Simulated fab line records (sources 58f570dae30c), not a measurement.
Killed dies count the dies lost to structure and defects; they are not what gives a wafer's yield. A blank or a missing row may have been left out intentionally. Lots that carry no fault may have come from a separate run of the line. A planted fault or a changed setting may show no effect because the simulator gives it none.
Chamber matching | flow berkeley cmos170 | rie diel-04 running UCB170_V1_ETCH_14: 4 sister chambers
The step etches SiO2 in CHF3/CF4/Ar, stops on Al, target depth 1250 nm, time 291 s. 4 wafers are shown with their chamber, then 7 later ones without.

== WAFERS, EACH WITH ITS CHAMBER ==
wafer  | chamber | throttle valve pct (%)
L963.1 | 1       | 6.97
L963.5 | 2       | 7.06
L966.1 | 3       | 6.84
L966.3 | 0       | 7.15

== WAFERS WITH NO CHAMBER GIVEN ==
wafer  | throttle valve pct (%)
L966.6 | 7.16
L967.4 | 7.17
L967.5 | 7.08
L967.6 | 6.96
L972.1 | 7.17
L972.2 | 7.06
L972.5 | 7.17

== WHICH CHAMBER EACH ONE RAN IN ==
wafer  | from the rows above | in truth
L966.6 | 0                   | 0
L967.4 | 0                   | 0
L967.5 | 2                   | 2
L967.6 | 1                   | 1
L972.1 | 0                   | 0
L972.2 | 2                   | 2
L972.5 | 0                   | 0
Correctly placed: 7 of 7. Number that these rows cannot place: 0. 0 placed wrongly.
How it was worked out, from the rows above alone: a wafer's distance from a chamber is the root of the sum, over the readings, of the square of ((its reading less the chamber's mean) divided by the reading's scatter). If the next closest chamber is less than 2 further off than the closest, the wafer can't be placed; otherwise it belongs to the closest. The mean given for a chamber averages the wafers shown for that chamber. The scatter: root of mean squared gap, hidden wafer to nearest shown wafer, with one shown wafer a chamber.
